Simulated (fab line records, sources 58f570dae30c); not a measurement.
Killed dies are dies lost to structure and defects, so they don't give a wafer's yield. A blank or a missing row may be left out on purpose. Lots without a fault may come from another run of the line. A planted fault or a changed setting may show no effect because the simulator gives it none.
Tool commonality check | flow berkeley_cmos170 | 11 lots, 33 wafers sampled

WHY IT WAS OPENED
At UCB170_V2_THK_MEAS_01 the reading V2_TEOS_THK is flagged on 2 of 11 lots. Wafers without a fault read 2000 nm, standard deviation 34.
Rule: a lot is flagged when every wafer of it that has a number lies more than 4 standard deviations from that mean, or none has a number. The other lots count as sound.

lot  | measured     | on            | V2_TEOS_THK (nm), wafer by wafer | flag
L668 | day 7 17:38  | film_metro-02 | 1988 2053 2052                   |
L670 | day 7 17:44  | film_metro-01 | 1995 2046 2032                   |
L669 | day 7 18:05  | film_metro-02 | 2002 1954 2032                   |
L671 | day 8 01:06  | film_metro-03 | 2016 1986 1995                   |
L672 | day 8 11:39  | film_metro-01 | 1975 2001 2032                   |
L675 | day 8 20:18  | film_metro-01 | 1975 1999 2031                   |
L677 | day 9 15:14  | film_metro-01 | 2235 2233 2269                   | FLAGGED
L680 | day 9 19:00  | film_metro-02 | 2236 2197 2249                   | FLAGGED
L683 | day 11 14:52 | film_metro-02 | 2014 1995 1947                   |
L686 | day 11 15:15 | film_metro-01 | 1943 1980 1936                   |
L687 | day 11 15:59 | film_metro-03 | 1940 2000 1952                   |
The numbers of the flagged lots are 2236 nm on average: +236 nm against the usual, or +7 standard deviations.

WHICH TOOL RAN EACH LOT
The record holds 1 process step before the reading, out of a route of 331 steps. In each cell: the tool, then ch and the chambers that the sampled wafers went through, then the start.
lot  | flag    | UCB170_V2_CVD_00
L668 |         | pecvd-03 ch 0,1,2, day 7 17:28
L670 |         | pecvd-04 ch 0,1, day 7 17:34
L669 |         | pecvd-02 ch 0,2, day 7 17:56
L671 |         | pecvd-03 ch 0,1,2, day 8 00:57
L672 |         | pecvd-04 ch 1,2, day 8 11:30
L675 |         | pecvd-04 ch 0,1,2, day 8 20:08
L677 | FLAGGED | pecvd-04 ch 0,2, day 9 15:05
L680 | FLAGGED | pecvd-04 ch 0,1, day 9 18:50
L683 |         | pecvd-02 ch 0,2, day 11 14:41
L686 |         | pecvd-02 ch 0,2, day 11 15:04
L687 |         | pecvd-02 ch 0,2, day 11 15:45
What these steps do:
- UCB170_V2_CVD_00: deposits SiO2 from TEOS/O2, target thk 2000 nm, time 250 s.
- UCB170_V2_THK_MEAS_01

FLAGGED OVER TOTAL, TOOL BY TOOL (the gauges that took the reading come last)
step                  | tool          | lots run | flagged | share of the flagged lots | sound lots run after its first flagged lot
UCB170_V2_CVD_00      | pecvd-02      | 4        | 0       | none                      | -
UCB170_V2_CVD_00      | pecvd-03      | 2        | 0       | none                      | -
UCB170_V2_CVD_00      | pecvd-04      | 5        | 2       | all                       | 0
UCB170_V2_THK_MEAS_01 | film_metro-01 | 5        | 1       | some                      | 1 (L686)
UCB170_V2_THK_MEAS_01 | film_metro-02 | 4        | 1       | some                      | 1 (L683)
UCB170_V2_THK_MEAS_01 | film_metro-03 | 2        | 0       | none                      | -

WHAT THE TABLE ALLOWS
1 row of the table ran every flagged lot: pecvd-04 at UCB170_V2_CVD_00.
- pecvd-04 at UCB170_V2_CVD_00: 2 of its 5 lots flagged. Its last sound lot is L675 (day 8 20:08), its first flagged lot L677 (day 9 15:05): a fault that began between those two fits. Its own readings lie more than 4 standard deviations out on every wafer of the flagged lots: rf_fwd_power_W.
One tool is left: pecvd-04 at UCB170_V2_CVD_00.

WHAT THE SIMULATOR HAD PUT IN
Process parameter drift: pecvd-04, from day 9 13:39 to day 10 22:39, at UCB170_V2_CVD_00. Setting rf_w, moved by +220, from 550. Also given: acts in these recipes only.
Lots struck among those shown: L677, L680. The rule above found the same.
